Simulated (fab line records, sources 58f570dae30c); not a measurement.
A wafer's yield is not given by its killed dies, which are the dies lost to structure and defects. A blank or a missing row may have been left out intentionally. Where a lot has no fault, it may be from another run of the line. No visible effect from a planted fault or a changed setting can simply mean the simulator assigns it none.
The tool behind it: which one? / flow berkeley cmos170 / 39 wafers from 13 lots sampled at 5 of the route's 331 steps

WHAT THE GAUGES READ, wafer by wafer
UCB170_SPACER_THK_MEAS_01. Usual: SPACER_TEOS_THK typically reads 376 nm, with standard deviation 6.8.
lot=L440; measured=day 8 08:51; on=film metro-03; SPACER_TEOS_THK (nm)=372 382 390; flag=
lot=L441; measured=day 8 14:47; on=film metro-02; SPACER_TEOS_THK (nm)=368 374 381; flag=
lot=L442; measured=day 8 16:01; on=film metro-02; SPACER_TEOS_THK (nm)=369 374 378; flag=
lot=L443; measured=day 9 05:15; on=film metro-03; SPACER_TEOS_THK (nm)=370 386 379; flag=
lot=L445; measured=day 10 03:07; on=film metro-02; SPACER_TEOS_THK (nm)=374 385 386; flag=
lot=L447; measured=day 10 03:20; on=film metro-02; SPACER_TEOS_THK (nm)=364 381 370; flag=
lot=L444; measured=day 10 03:23; on=film metro-03; SPACER_TEOS_THK (nm)=372 383 375; flag=
lot=L451; measured=day 10 16:12; on=film metro-03; SPACER_TEOS_THK (nm)=368 373 373; flag=
lot=L448; measured=day 10 16:32; on=film metro-01; SPACER_TEOS_THK (nm)=379 383 374; flag=
lot=L455; measured=day 11 03:22; on=film metro-03; SPACER_TEOS_THK (nm)=376 379 374; flag=
lot=L453; measured=day 11 04:04; on=film metro-03; SPACER_TEOS_THK (nm)=371 375 373; flag=
lot=L460; measured=day 11 21:52; on=film metro-02; SPACER_TEOS_THK (nm)=368 378 378; flag=
lot=L461; measured=day 12 08:26; on=film metro-02; SPACER_TEOS_THK (nm)=376 376 373; flag=

UCB170_M1_CD_MEAS_90: the cd target is 700 nm. Usual: cd nm 698.7 nm, standard deviation 2.9.
lot=L440; measured=day 9 04:35; on=cd sem-01; cd nm (nm)=695.0 701.0 697.9; flag=
lot=L441; measured=day 9 11:20; on=cd sem-02; cd nm (nm)=693.8 699.9 700.9; flag=
lot=L442; measured=day 9 12:11; on=cd sem-01; cd nm (nm)=699.4 701.3 695.3; flag=
lot=L443; measured=day 10 04:59; on=cd sem-01; cd nm (nm)=695.2 697.2 697.5; flag=
lot=L445; measured=day 11 01:33; on=cd sem-01; cd nm (nm)=698.3 701.7 696.5; flag=
lot=L447; measured=day 11 01:49; on=cd sem-01; cd nm (nm)=696.3 700.2 700.7; flag=
lot=L444; measured=day 11 02:02; on=cd sem-02; cd nm (nm)=695.6 696.6 697.0; flag=
lot=L451; measured=day 11 17:59; on=cd sem-02; cd nm (nm)=698.9 695.4 701.2; flag=
lot=L448; measured=day 11 16:16; on=cd sem-01; cd nm (nm)=693.3 694.6 696.8; flag=
lot=L455; measured=day 12 03:04; on=cd sem-01; cd nm (nm)=700.2 713.6 712.8; flag=OFF
lot=L453; measured=day 12 06:02; on=cd sem-01; cd nm (nm)=713.0 714.9 711.7; flag=OFF
lot=L460; measured=day 12 17:53; on=cd sem-01; cd nm (nm)=701.2 701.7 693.0; flag=
lot=L461; measured=day 13 12:56; on=cd sem-01; cd nm (nm)=695.6 702.9 702.2; flag=

UCB170_V1_CD_MEAS_12: the cd target is 700 nm. Usual: cd nm 699.8 nm, standard deviation 1.3.
lot=L440; measured=day 9 08:03; on=cd sem-01; cd nm (nm)=700.2 700.0 700.2; flag=
lot=L441; measured=day 9 14:35; on=cd sem-01; cd nm (nm)=698.8 699.0 699.6; flag=
lot=L442; measured=day 9 16:25; on=cd sem-02; cd nm (nm)=701.5 701.3 701.4; flag=
lot=L443; measured=day 10 10:40; on=cd sem-01; cd nm (nm)=699.7 699.0 699.7; flag=
lot=L445; measured=day 11 04:59; on=cd sem-01; cd nm (nm)=699.6 699.7 700.0; flag=
lot=L447; measured=day 11 09:17; on=cd sem-01; cd nm (nm)=699.4 702.1 700.5; flag=
lot=L444; measured=day 11 09:23; on=cd sem-02; cd nm (nm)=699.8 699.4 698.9; flag=
lot=L451; measured=day 12 00:38; on=cd sem-02; cd nm (nm)=699.6 700.4 699.3; flag=
lot=L448; measured=day 11 22:24; on=cd sem-02; cd nm (nm)=697.0 696.4 697.5; flag=
lot=L455; measured=day 12 07:16; on=cd sem-01; cd nm (nm)=699.1; flag=
lot=L460; measured=day 12 23:31; on=cd sem-01; cd nm (nm)=700.0 701.3 699.4; flag=
lot=L461; measured=day 13 16:50; on=cd sem-02; cd nm (nm)=700.2 698.1 699.4; flag=

EACH LOT AND THE TOOL THAT RAN IT (in order: tool; ch and the chambers of the sampled wafers; start)
lot=L440; UCB170_M1_METAL_ETCH_12=rie metal-03 ch 0,1, day 9 04:22; UCB170_V1_CMP_02=cmp-01 ch 0,2,3, day 9 06:16
lot=L441; UCB170_M1_METAL_ETCH_12=rie metal-03 ch 0,1, day 9 11:06; UCB170_V1_CMP_02=cmp-02 ch 0,1,3, day 9 13:05
lot=L442; UCB170_M1_METAL_ETCH_12=rie metal-01 ch 0,1, day 9 11:58; UCB170_V1_CMP_02=cmp-02 ch 0,1,2, day 9 14:20
lot=L443; UCB170_M1_METAL_ETCH_12=rie metal-03 ch 0,1, day 10 04:43; UCB170_V1_CMP_02=cmp-01 ch 0,2,3, day 10 06:44
lot=L445; UCB170_M1_METAL_ETCH_12=rie metal-04 ch 0,1, day 11 01:19; UCB170_V1_CMP_02=cmp-02 ch 2,3, day 11 03:11
lot=L447; UCB170_M1_METAL_ETCH_12=rie metal-01 ch 0,1, day 11 01:35; UCB170_V1_CMP_02=cmp-01 ch 1,3, day 11 04:31
lot=L444; UCB170_M1_METAL_ETCH_12=rie metal-03 ch 0, day 11 01:46; UCB170_V1_CMP_02=cmp-02 ch 0,2,3, day 11 04:43
lot=L451; UCB170_M1_METAL_ETCH_12=rie metal-04 ch 0,1, day 11 17:44; UCB170_V1_CMP_02=cmp-01 ch 0,1,2, day 11 20:35
lot=L448; UCB170_M1_METAL_ETCH_12=rie metal-04 ch 0, day 11 16:01; UCB170_V1_CMP_02=cmp-01 ch 1,3, day 11 17:58
lot=L455; UCB170_M1_METAL_ETCH_12=rie metal-01 ch 0,1, day 12 02:49; UCB170_V1_CMP_02=cmp-01 ch 3, day 12 04:57
lot=L453; UCB170_M1_METAL_ETCH_12=rie metal-01 ch 0, day 12 05:47; UCB170_V1_CMP_02=-
lot=L460; UCB170_M1_METAL_ETCH_12=rie metal-04 ch 0,1, day 12 17:37; UCB170_V1_CMP_02=cmp-02 ch 0,2,3, day 12 20:45
lot=L461; UCB170_M1_METAL_ETCH_12=rie metal-04 ch 0,1, day 13 12:42; UCB170_V1_CMP_02=cmp-02 ch 0,1,2, day 13 14:39
- UCB170_M1_METAL_ETCH_12: etches Al in Cl2/BCl3, stops on PSG, target depth 780 nm, time 130 s.
- UCB170_V1_CMP_02: polishes SiO2.

AS READ BY THE TOOLS THEMSELVES (means over the sampled wafers that have a number; for cases with no such wafer, the mark the record gives instead)
UCB170_M1_METAL_ETCH_12. Usual: drypump motor current A 5.2 A, standard deviation 0.37; oes product au 0.852 a.u., standard deviation 0.012; throttle valve pct 24.4 %, standard deviation 0.36.
lot=L440; tool=rie metal-03; drypump motor current A (A)=5.5; oes product au (a.u.)=0.841; throttle valve pct (%)=24.1; flag=
lot=L441; tool=rie metal-03; drypump motor current A (A)=5.5; oes product au (a.u.)=0.852; throttle valve pct (%)=24.1; flag=
lot=L442; tool=rie metal-01; drypump motor current A (A)=5.0; oes product au (a.u.)=0.839; throttle valve pct (%)=24.4; flag=
lot=L443; tool=rie metal-03; drypump motor current A (A)=5.2; oes product au (a.u.)=0.847; throttle valve pct (%)=24.3; flag=
lot=L445; tool=rie metal-04; drypump motor current A (A)=5.5; oes product au (a.u.)=0.869; throttle valve pct (%)=24.3; flag=
lot=L447; tool=rie metal-01; drypump motor current A (A)=4.9; oes product au (a.u.)=0.849; throttle valve pct (%)=24.4; flag=
lot=L444; tool=rie metal-03; drypump motor current A (A)=5.8; oes product au (a.u.)=0.844; throttle valve pct (%)=24.0; flag=
lot=L451; tool=rie metal-04; drypump motor current A (A)=5.4; oes product au (a.u.)=0.869; throttle valve pct (%)=24.6; flag=
lot=L448; tool=rie metal-04; drypump motor current A (A)=5.7; oes product au (a.u.)=0.863; throttle valve pct (%)=23.9; flag=
lot=L455; tool=rie metal-01; drypump motor current A (A)=5.0; oes product au (a.u.)=0.942; throttle valve pct (%)=24.4; flag=OFF
lot=L453; tool=rie metal-01; drypump motor current A (A)=5.0; oes product au (a.u.)=0.986; throttle valve pct (%)=24.3; flag=OFF
lot=L460; tool=rie metal-04; drypump motor current A (A)=5.4; oes product au (a.u.)=0.874; throttle valve pct (%)=24.6; flag=
lot=L461; tool=rie metal-04; drypump motor current A (A)=5.4; oes product au (a.u.)=0.865; throttle valve pct (%)=24.6; flag=

UCB170_V1_CMP_02. Usual: motor current A 17.3 A, standard deviation 1.8; retaining ring pressure frac 1.000, standard deviation 0.0044.
lot=L440; tool=cmp-01; motor current A (A)=18.5; retaining ring pressure frac=1.004; flag=
lot=L441; tool=cmp-02; motor current A (A)=15.7; retaining ring pressure frac=1.000; flag=
lot=L442; tool=cmp-02; motor current A (A)=17.3; retaining ring pressure frac=1.002; flag=
lot=L443; tool=cmp-01; motor current A (A)=17.9; retaining ring pressure frac=0.998; flag=
lot=L445; tool=cmp-02; motor current A (A)=18.5; retaining ring pressure frac=1.006; flag=
lot=L447; tool=cmp-01; motor current A (A)=16.9; retaining ring pressure frac=0.999; flag=
lot=L444; tool=cmp-02; motor current A (A)=17.3; retaining ring pressure frac=0.997; flag=
lot=L451; tool=cmp-01; motor current A (A)=17.7; retaining ring pressure frac=1.000; flag=
lot=L448; tool=cmp-01; motor current A (A)=17.4; retaining ring pressure frac=1.001; flag=
lot=L455; tool=cmp-01; motor current A (A)=17.4; retaining ring pressure frac=0.999; flag=
lot=L460; tool=cmp-02; motor current A (A)=17.0; retaining ring pressure frac=0.995; flag=
lot=L461; tool=cmp-02; motor current A (A)=17.4; retaining ring pressure frac=1.000; flag=

THE ANSWER, worked out from the rows above alone
Rule: take the mean of a lot's wafers that have a number; if it is more than 3 standard deviations from the usual mean, the lot is off. A lot without any number at a reading at which 4 lots or more have one is off too. All remaining lots with rows at the step are treated as sound. First the gauges in route order, then the tools' own readings, where a lot's mean is used as printed above. At the first step where some lot is off, the reading lying furthest off is the one used; lots without a number count as furthest.
Off, at UCB170_M1_CD_MEAS_90 on cd nm: L455, L453.
A tool fits if, at a process step before that reading, it ran every lot that is off, and no sound lot after the first of them. Not tried: the gauges at UCB170_M1_CD_MEAS_90; whatever is off there is also off at UCB170_M1_METAL_ETCH_12, on other tools, and gauge error can't account for it. One fits: UCB170_M1_METAL_ETCH_12 on rie metal-01. Its last sound lot is L447 (day 11 01:35), its first lot that is off L455 (day 12 02:49): a fault that began between those two fits.
On the lots that are off, the tool's own readings at UCB170_M1_METAL_ETCH_12 differ by more than 5 times the standard deviation of the sound lots' means, which bears it out; oes product au reads 0.964 a.u. there versus 0.856 a.u. on the sound lots.

WHAT THE SIMULATOR PUT IN
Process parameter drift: rie metal-01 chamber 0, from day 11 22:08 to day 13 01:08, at UCB170_M1_METAL_ETCH_12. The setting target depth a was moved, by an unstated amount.
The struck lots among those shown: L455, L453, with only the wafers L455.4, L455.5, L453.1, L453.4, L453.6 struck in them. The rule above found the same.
